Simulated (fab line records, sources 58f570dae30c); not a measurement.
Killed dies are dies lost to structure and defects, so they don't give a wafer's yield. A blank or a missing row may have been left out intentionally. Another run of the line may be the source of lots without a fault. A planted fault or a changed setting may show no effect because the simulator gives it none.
Problem report, 8D (eight disciplines) form, completed by code    flow berkeleyCmos170    the parts of the form that need people (team, actions taken, sign-off) are left out

1. WHAT IS WRONG
wafer_temp_C_max at UCB170_CONTACT_RTA_08 reads a mean of 938.7 on 9 wafers of 3 lots; wafers without a fault read 904.5 with a standard deviation of 1.1. That is +31 standard deviations from the usual mean.
The step: time 10 s.
First seen on wafer L855.1, day 11 00:40, on rtpAnneal-01. At this step, 21 wafers from 7 lots have a number in the record. Rule for "out", or "out of limits": more than 4 standard deviations from the usual mean. Any other wafer with a number is counted as sound.

2. WHAT IT IS, AND WHAT IT ISN'T
question                     is                              is not
which readings at this step  wafer_temp_C_max, lampPowerPct  -
which lots                   L855, L856, L858                L842, L852, L860, L863
which wafers of those lots   all that have a number          -
read on which tools          rtpAnneal-01                    rtpAnneal-02
when                         from day 11 00:40               up to then (6 sound wafers); but 6 sound wafers of L860, L863 came after

3. SUSPECTS, AND WHAT RULES EACH OUT
Counting: a tool at any process step up to the reading remains a suspect when it ran all the lots that are out and ran no sound lot after the first of those.
- rtpAnneal-01 at UCB170_CONTACT_RTA_08 (time 10 s): kept. All lots that are out passed through it, beginning with L855 at day 11 00:40, and no sound lot followed; its final sound lot before that point was L852 at day 10 09:38. Out on those wafers are its own readings of lampPowerPct, wafer_temp_C_max.
Remaining after the count: rtpAnneal-01 at UCB170_CONTACT_RTA_08.

4. THE CAUSE (what the simulator had put in)
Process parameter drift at UCB170_CONTACT_RTA_08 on rtpAnneal-01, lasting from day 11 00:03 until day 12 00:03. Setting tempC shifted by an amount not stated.
The count eliminated every tool but this one.

5. SEQUENCE OF EFFECTS, ordered by route
One row per reading whose mean, taken over the struck wafers that have a number, lies over 3 standard deviations from the usual. Readings are gone through only where the record gives a usual standard deviation; hours: the median, over the lots, of the time from a lot's start at the first step in this table giving one to that lot's start at this step; sigmas: the change measured in usual standard deviations.
hours  step                   reading           usual   on struck wafers  change  sigmas
0      UCB170_CONTACT_RTA_08  lampPowerPct      22.1 %  25.0              +2.9    +5.2
0      UCB170_CONTACT_RTA_08  wafer_temp_C_max  904.5   938.7             +34.2   +31
It contains these process steps:
- UCB170_CONTACT_RTA_08: time 10 s.

6. HOW IT WOULD HAVE BEEN CAUGHT EARLIER
In this record the first reading out of limits was taken at day 11 00:40, 1 hour after the fault began at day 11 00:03.
